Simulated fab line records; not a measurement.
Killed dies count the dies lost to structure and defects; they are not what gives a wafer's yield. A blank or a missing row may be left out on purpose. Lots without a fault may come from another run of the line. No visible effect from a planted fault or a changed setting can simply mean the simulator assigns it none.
fab line records ; flow berkeley-cmos170
record: lots: 14; wafers: 42; last-day: 12
route steps=331 shown ZERO@13 PWELL@50 PVT@122 M1@248
lots that met no fault: taken from a fault-free run of the same line
start-h: start of the lot's first displayed wafer, in hours after the record's first day ; wait-h: hours since the lot's step before ; " same as the row above ; L1.1+2: a row that stands for several wafers ; - no value, or no start given ; * or withheld: withheld ; < > ~ a bound
route shown NAME@n: a module of which the file shows steps, and the number in the route of the first ; usual: mean/standard deviation taken from wafers without a fault ; same: alike in all rows ; chamber/n: place in a boat ; sites: per-site readings ; _std_site: standard deviation of those values ; _edge_site: inner sites' mean taken away from outer sites' mean ; radius-mm: for every site, how far away it sits from the centre of the wafer ; mask NAME#n: copy n ; behind: the most recent tool/chamber to have shaped the wafer ; hold: reason for holding the lot/hours on hold/outcome of the hold ; device: which transistor (n, p or np) failed to switch ; end of line: tests run on the same wafers once the route is complete ; for a step that has no rows: nothing shown but its recipe ; killed: dies that structure and defects cost at the first sort, which is not the same as the wafer's yield ; map: dies across one wafer; x = killed, . = not, _ = none there
set.NAME: the setting as run; set.NAME@STEP: as run at that earlier step ; model.NAME: the simulator's own value behind a step, which no gauge read
the route's steps for a sample of lots (tables are steps, rows are wafers)
services: the hour from which a tool's chamber was out of use, counted from the record's first day as start-h (under 0 if before that day), plus the number of hours and why
== steps ==
step: UCB170_ZERO_STRIP_07
recipe: chemistry: O2; power-w: 400; pressure-mtorr: 3500; platen-temp-c: withheld; o2-flow-sccm: 400; overash-fraction: 0.5
usual: drypump-motor-current-A: 6.1/0.36; oes-product-au: 0.727/0.0043; strip-time-to-endpoint-s: 21.45/0.064
lot.wafer;tool;chamber;start-h;wait-h;drypump-motor-current-A;oes-product-au;rf-hours-counter-h;strip-time-to-endpoint-s
L343.4;plasma-asher-01;1;22.38;0.0;6.0;0.722;-;21.50
L343.5;plasma-asher-01;0;22.38;0.0;6.3;0.730;-;21.47
L343.6;plasma-asher-01;1;22.38;0.0;6.0;0.732;-;21.43
L344.2;plasma-asher-01;0;28.76;0.0;6.3;0.729;24;21.44
L344.3;plasma-asher-01;0;28.76;0.0;6.3;0.729;-;21.57
L344.6;plasma-asher-01;1;28.76;0.0;6.0;0.728;-;21.49
L346.2;plasma-asher-03;0;33.95;0.0;5.2;0.722;25;21.42
L346.3;plasma-asher-03;1;33.95;0.0;6.4;0.729;-;21.49
L346.5;plasma-asher-03;0;33.95;0.0;5.2;0.723;-;21.42
L347.2;plasma-asher-03;1;44.00;0.0;6.4;0.729;26;21.47
L347.3;plasma-asher-03;0;44.00;0.0;5.2;0.730;-;21.48
L347.5;plasma-asher-03;0;44.00;0.0;5.2;0.727;-;21.49
L349.1;plasma-asher-02;1;53.33;0.0;6.3;0.723;30;21.45
L349.2;plasma-asher-02;0;53.33;0.0;6.2;0.727;30;21.51
L349.5;plasma-asher-02;0;53.33;0.0;6.2;0.729;-;21.45
L351.1;plasma-asher-01;1;62.60;0.0;6.0;0.726;27;21.43
L351.2;plasma-asher-01;0;62.60;0.0;6.3;0.726;27;21.53
L351.3;plasma-asher-01;1;62.60;0.0;6.1;0.723;-;21.53
L350.3;plasma-asher-02;0;62.93;0.0;6.1;0.725;-;21.40
L350.4;plasma-asher-02;1;62.93;0.0;6.3;0.724;-;21.44
L350.5;plasma-asher-02;0;62.93;0.0;6.1;0.720;-;21.54
L354.4;plasma-asher-02;1;76.17;0.0;6.3;0.734;-;21.38
L354.5;plasma-asher-02;0;76.17;0.0;6.2;0.722;-;21.42
L354.6;plasma-asher-02;1;76.17;0.0;6.3;0.732;-;21.38
L355.3;plasma-asher-03;0;82.49;0.0;5.2;0.731;-;21.40
L355.4;plasma-asher-03;1;82.49;0.0;6.4;0.727;-;21.39
L355.6;plasma-asher-03;0;82.49;0.0;5.2;0.728;-;21.38
L356.1;plasma-asher-01;0;88.85;0.0;6.3;0.726;30;21.48
L356.3;plasma-asher-01;1;88.85;0.0;6.1;0.723;-;21.45
L356.6;plasma-asher-01;1;88.85;0.0;6.1;0.729;-;21.49
L357.2;plasma-asher-03;0;94.40;0.0;5.1;0.725;31;21.43
L357.4;plasma-asher-03;1;94.40;0.0;6.4;0.725;-;21.38
L357.6;plasma-asher-03;1;94.40;0.0;6.4;0.733;-;21.34
L358.1;plasma-asher-02;1;94.67;0.0;6.3;0.725;34;21.46
L358.4;plasma-asher-02;1;94.67;0.0;6.3;0.733;-;21.40
L358.6;plasma-asher-02;0;94.67;0.0;6.2;0.722;-;21.46
L364.2;plasma-asher-03;1;128.25;0.0;6.4;0.723;35;21.46
L364.4;plasma-asher-03;1;128.25;0.0;6.4;0.723;-;21.42
L364.5;plasma-asher-03;1;128.25;0.0;6.4;0.726;-;21.51
L365.3;plasma-asher-02;0;134.29;0.0;6.1;0.728;-;21.41
L365.5;plasma-asher-02;0;134.29;0.0;6.1;0.724;-;21.39
L365.6;plasma-asher-02;1;134.29;0.0;6.3;0.728;-;21.45
step: UCB170_PWELL_STRIP_16
recipe: chemistry: O2; power-w: 400; pressure-mtorr: 3500; platen-temp-c: withheld; o2-flow-sccm: 400; overash-fraction: 0.5
usual: drypump-motor-current-A: 6.0/0.42; oes-product-au: 0.721/0.0046; strip-time-to-endpoint-s: 18.06/0.076
lot.wafer;tool;chamber;start-h;wait-h;drypump-motor-current-A;oes-product-au;rf-hours-counter-h;strip-time-to-endpoint-s
L343.4;plasma-asher-02;1;62.27;0.1;6.3;0.723;-;18.09
L343.5;plasma-asher-02;1;62.27;0.1;6.4;0.718;-;18.02
L343.6;plasma-asher-02;0;62.27;0.1;6.1;0.722;-;18.03
L344.2;plasma-asher-04;1;69.57;0.1;5.5;0.732;32;17.88
L344.3;plasma-asher-04;0;69.57;0.1;5.5;0.717;-;17.99
L344.6;plasma-asher-04;1;69.57;0.1;5.5;0.714;-;17.92
L346.2;plasma-asher-02;1;72.15;0.1;6.3;0.724;32;18.01
L346.3;plasma-asher-02;1;72.15;0.1;6.4;0.725;-;18.03
L346.5;plasma-asher-02;0;72.15;0.1;6.1;0.715;-;18.12
L347.2;plasma-asher-02;0;87.00;0.1;6.2;0.718;34;18.07
L347.3;plasma-asher-02;0;87.00;0.1;6.2;0.714;-;18.02
L347.5;plasma-asher-02;1;87.00;0.1;6.3;0.719;-;18.05
L349.1;plasma-asher-03;0;90.27;0.1;5.2;0.718;31;18.17
L349.2;plasma-asher-03;1;90.27;0.1;6.4;0.719;31;18.07
L349.5;plasma-asher-03;1;90.27;0.1;6.4;0.722;-;18.16
L350.3;plasma-asher-04;1;97.80;0.1;5.5;0.722;-;18.11
L350.4;plasma-asher-04;0;97.80;0.1;5.6;0.723;-;18.26
L350.5;plasma-asher-04;1;97.80;0.1;5.5;0.716;-;18.11
L351.1;plasma-asher-03;1;98.04;0.1;6.4;0.720;31;18.07
L351.2;plasma-asher-03;0;98.04;0.1;5.2;0.717;31;18.03
L351.3;plasma-asher-03;1;98.04;0.1;6.4;0.722;-;18.05
L354.4;plasma-asher-02;1;109.86;0.1;6.4;0.723;-;18.14
L354.5;plasma-asher-02;0;109.86;0.1;6.2;0.723;-;18.05
L354.6;plasma-asher-02;1;109.86;0.1;6.4;0.724;-;18.05
L355.3;plasma-asher-03;1;122.76;0.1;6.4;0.717;-;18.12
L355.4;plasma-asher-03;0;122.76;0.1;5.2;0.725;-;18.04
L355.6;plasma-asher-03;1;122.76;0.1;6.4;0.727;-;18.05
L356.1;plasma-asher-02;1;122.94;0.1;6.4;0.715;38;18.16
L356.3;plasma-asher-02;0;122.94;0.1;6.1;0.723;-;18.11
L356.6;plasma-asher-02;1;122.94;0.1;6.3;0.721;-;18.08
L357.2;plasma-asher-02;1;128.42;0.1;6.3;0.715;39;18.14
L357.4;plasma-asher-02;1;128.42;0.1;6.3;0.720;-;18.07
L357.6;plasma-asher-02;1;128.42;0.1;6.3;0.721;-;18.16
L358.1;plasma-asher-04;0;128.43;0.1;5.6;0.720;39;17.94
L358.4;plasma-asher-04;0;128.43;0.1;5.5;0.723;-;17.89
L358.6;plasma-asher-04;0;128.43;0.1;5.6;0.720;-;17.95
L364.2;plasma-asher-02;0;168.59;0.1;6.2;0.713;44;18.06
L364.4;plasma-asher-02;1;168.59;0.1;6.3;0.725;-;18.07
L364.5;plasma-asher-02;1;168.59;0.1;6.3;0.721;-;18.02
L365.3;plasma-asher-02;1;168.77;0.1;6.3;0.725;-;17.99
L365.5;plasma-asher-02;0;168.77;0.1;6.2;0.707;-;17.96
L365.6;plasma-asher-02;1;168.77;0.1;6.4;0.720;-;18.11
step: UCB170_PVT_IMPLANT_07
recipe: species: P; dose-cm2: 2e+12; energy-kev: 30; tilt-deg: 7
usual: beam-on-s: 9.98/0.18; faraday-current-uA: 6.35/0.11
lot.wafer;tool;chamber;start-h;wait-h;beam-on-s;faraday-current-uA
L343.4;implanter-01;0;146.78;0.1;10.21;6.19
L343.5;implanter-01;0;146.78;0.1;10.22;6.21
L343.6;implanter-01;0;146.78;0.1;9.85;6.43
L346.2;implanter-02;0;147.00;0.0;9.79;6.47
L346.3;implanter-02;0;147.00;0.0;9.83;6.42
L346.5;implanter-02;0;147.00;0.0;9.90;6.41
L344.2;implanter-02;0;150.54;0.0;10.09;6.27
L344.3;implanter-02;0;150.54;0.0;10.29;6.16
L344.6;implanter-02;0;150.54;0.0;9.89;6.44
L349.1;implanter-01;0;154.79;0.0;9.87;6.44
L349.2;implanter-01;0;154.79;0.0;10.10;6.31
L349.5;implanter-01;0;154.79;0.0;9.99;6.34
L347.2;implanter-01;0;159.62;0.0;10.28;6.18
L347.3;implanter-01;0;159.62;0.0;10.07;6.31
L347.5;implanter-01;0;159.62;0.0;10.05;6.35
L351.1;implanter-04;0;167.94;0.0;10.00;6.33
L351.2;implanter-04;0;167.94;0.0;9.79;6.48
L351.3;implanter-04;0;167.94;0.0;10.24;6.17
L350.3;implanter-02;0;168.60;0.1;10.33;6.15
L350.4;implanter-02;0;168.60;0.1;9.87;6.42
L350.5;implanter-02;0;168.60;0.1;10.22;6.20
L354.4;implanter-04;0;178.21;0.1;9.83;6.41
L354.5;implanter-04;0;178.21;0.1;10.38;6.11
L354.6;implanter-04;0;178.21;0.1;9.95;6.35
L357.2;implanter-01;0;193.43;0.0;7.72;8.22
L357.4;implanter-01;0;193.43;0.0;7.63;8.33
L357.6;implanter-01;0;193.43;0.0;7.61;8.36
L358.1;implanter-04;0;193.68;0.0;10.09;6.31
L358.4;implanter-04;0;193.68;0.0;9.64;6.56
L358.6;implanter-04;0;193.68;0.0;9.75;6.52
L355.3;implanter-01;0;193.99;0.1;7.37;8.57
L355.4;implanter-01;0;193.99;0.1;7.73;8.24
L355.6;implanter-01;0;193.99;0.1;7.45;8.46
L356.1;implanter-02;0;194.16;0.0;9.99;6.39
L356.3;implanter-02;0;194.16;0.0;10.10;6.31
L356.6;implanter-02;0;194.16;0.0;10.04;6.32
L365.3;implanter-04;0;238.64;0.1;10.07;6.29
L365.5;implanter-04;0;238.64;0.1;9.80;6.46
L365.6;implanter-04;0;238.64;0.1;10.10;6.28
L364.2;implanter-02;0;239.01;0.0;9.93;6.34
L364.4;implanter-02;0;239.01;0.0;10.23;6.19
L364.5;implanter-02;0;239.01;0.0;9.92;6.39
step: UCB170_PVT_TW_MEAS_09
usual: PVT_TW: 507/5.1
lot.wafer;tool;chamber;start-h;wait-h;PVT_TW
L343.4;film-metro-04;-;146.98;0.1;515
L343.5;film-metro-04;-;146.98;0.1;517
L343.6;film-metro-04;-;146.98;0.1;515
L346.2;film-metro-02;-;147.24;0.1;499
L346.3;film-metro-02;-;147.24;0.1;501
L346.5;film-metro-02;-;147.24;0.1;499
L344.2;film-metro-03;-;150.78;0.1;512
L344.3;film-metro-03;-;150.78;0.1;510
L344.6;film-metro-03;-;150.78;0.1;513
L349.1;film-metro-02;-;155.04;0.1;498
L349.2;film-metro-02;-;155.04;0.1;502
L349.5;film-metro-02;-;155.04;0.1;501
L347.2;film-metro-04;-;159.85;0.1;513
L347.3;film-metro-04;-;159.85;0.1;512
L347.5;film-metro-04;-;159.85;0.1;513
L351.1;film-metro-02;-;168.19;0.1;505
L351.2;film-metro-02;-;168.19;0.1;504
L351.3;film-metro-02;-;168.19;0.1;503
L350.3;film-metro-02;-;168.82;0.1;502
L350.4;film-metro-02;-;168.82;0.1;504
L350.5;film-metro-02;-;168.82;0.1;503
L354.4;film-metro-03;-;178.41;0.1;512
L354.5;film-metro-03;-;178.41;0.1;510
L354.6;film-metro-03;-;178.41;0.1;512
L357.2;film-metro-04;-;193.67;0.1;471
L357.4;film-metro-04;-;193.67;0.1;470
L357.6;film-metro-04;-;193.67;0.1;467
L358.1;film-metro-02;-;193.93;0.1;505
L358.4;film-metro-02;-;193.93;0.1;505
L358.6;film-metro-02;-;193.93;0.1;501
L355.3;film-metro-04;-;194.25;0.1;469
L355.4;film-metro-04;-;194.25;0.1;471
L355.6;film-metro-04;-;194.25;0.1;472
L356.1;film-metro-04;-;194.41;0.1;507
L356.3;film-metro-04;-;194.41;0.1;507
L356.6;film-metro-04;-;194.41;0.1;507
L365.3;film-metro-04;-;238.86;0.1;507
L365.5;film-metro-04;-;238.86;0.1;509
L365.6;film-metro-04;-;238.86;0.1;508
L364.2;film-metro-02;-;239.25;0.1;501
L364.4;film-metro-02;-;239.25;0.1;501
L364.5;film-metro-02;-;239.25;0.1;502
step: UCB170_M1_OVL_MEAS_10
usual: M1_OVL: 0/5.6
lot.wafer;tool;chamber;start-h;wait-h;M1_OVL[nm]
L346.2;overlay-02;-;186.84;0.1;8
L346.3;overlay-02;-;186.84;0.1;2
L346.5;overlay-02;-;186.84;0.1;2
L343.4;overlay-01;-;187.78;0.1;4
L343.5;overlay-01;-;187.78;0.1;-5
L343.6;overlay-01;-;187.78;0.1;3
L344.2;overlay-01;-;188.33;0.1;-5
L344.3;overlay-01;-;188.33;0.1;-2
L344.6;overlay-01;-;188.33;0.1;6
L349.1;overlay-01;-;197.69;0.1;2
L349.2;overlay-01;-;197.69;0.1;3
L349.5;overlay-01;-;197.69;0.1;1
L347.2;overlay-01;-;204.42;0.1;-3
L347.3;overlay-01;-;204.42;0.1;-2
L347.5;overlay-01;-;204.42;0.1;-2
L351.1;overlay-02;-;204.80;0.1;8
L351.2;overlay-02;-;204.80;0.1;17
L351.3;overlay-02;-;204.80;0.1;7
L350.3;overlay-01;-;206.66;0.1;2
L350.4;overlay-01;-;206.66;0.1;5
L350.5;overlay-01;-;206.66;0.1;0
L354.4;overlay-01;-;218.69;0.1;0
L354.5;overlay-01;-;218.69;0.1;-7
L354.6;overlay-01;-;218.69;0.1;8
L355.3;overlay-01;-;227.70;0.1;1
L355.4;overlay-01;-;227.70;0.1;0
L355.6;overlay-01;-;227.70;0.1;-1
L357.2;overlay-01;-;230.93;0.1;-4
L357.4;overlay-01;-;230.93;0.1;-1
L357.6;overlay-01;-;230.93;0.1;-5
L358.1;overlay-01;-;231.26;0.1;8
L358.4;overlay-01;-;231.26;0.1;-2
L358.6;overlay-01;-;231.26;0.1;-4
L356.1;overlay-01;-;231.54;0.1;-14
L356.3;overlay-01;-;231.54;0.1;0
L356.6;overlay-01;-;231.54;0.1;-4
L364.2;overlay-01;-;276.69;0.1;2
L364.4;overlay-01;-;276.69;0.1;8
L364.5;overlay-01;-;276.69;0.1;7
L365.3;overlay-02;-;278.09;0.1;2
L365.5;overlay-02;-;278.09;0.1;5
L365.6;overlay-02;-;278.09;0.1;1
== services ==
tool;chamber;start-h;hours;kind
plasma-asher-04;-;35.85;1.2;repair
implanter-04;-;36.33;2.9;pm
plasma-asher-03;-;50.85;2.8;pm
implanter-02;-;77.29;4.2;repair
plasma-asher-01;-;108.75;9.0;pm
plasma-asher-01;0;108.75;9.0;vent-cycle
plasma-asher-01;1;108.75;9.0;vent-cycle
plasma-asher-03;-;114.89;1.6;repair
implanter-04;-;116.16;17.5;repair
plasma-asher-01;0;117.75;-;clean
plasma-asher-01;1;117.75;-;clean
plasma-asher-03;-;126.92;0.7;repair
implanter-04;-;159.64;4.0;repair
plasma-asher-03;-;164.46;28.1;pm
implanter-04;-;171.48;3.4;repair
implanter-02;-;171.73;14.9;pm
plasma-asher-03;-;206.47;0.7;repair
plasma-asher-04;-;216.57;15.6;pm
implanter-01;-;220.64;3.0;repair
plasma-asher-01;-;229.83;2.7;repair
implanter-04;-;233.08;3.2;repair
== key ==
first-sign: step: UCB170_PVT_IMPLANT_07; reading: faraday-current-uA; direction: up; sigmas: 18; usual: 6.35; struck: 8.36
effect: step: UCB170_PVT_IMPLANT_07; reading: beam-on-s; direction: down; sigmas: 13; usual: 9.98; struck: 7.59
effect: step: UCB170_PVT_TW_MEAS_09; reading: PVT_TW; direction: down; sigmas: 7.3; usual: 507; struck: 470
met-at UCB170_PVT_IMPLANT_07
struck-lots L355,L357
tester-left-out L355,L357
not-acting-at UCB170_ZERO_STRIP_07,UCB170_PWELL_STRIP_16,UCB170_M1_OVL_MEAS_10
onset-between 159.62 193.43
fault: kind: process-parameter-drift; tool: implanter-01; chamber: -; onset-h: 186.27; steps: UCB170_PVT_IMPLANT_07; channel: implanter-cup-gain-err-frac; offset: 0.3; shape: step; end-h: 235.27
tester-left-out: of these lots the tester's yield and bins aren't shown, on N5 and GAA mostly nor the transistor test; their killed dies are dies lost to structure and defects alone, not to doping, threshold or leakage, so they don't give the yield
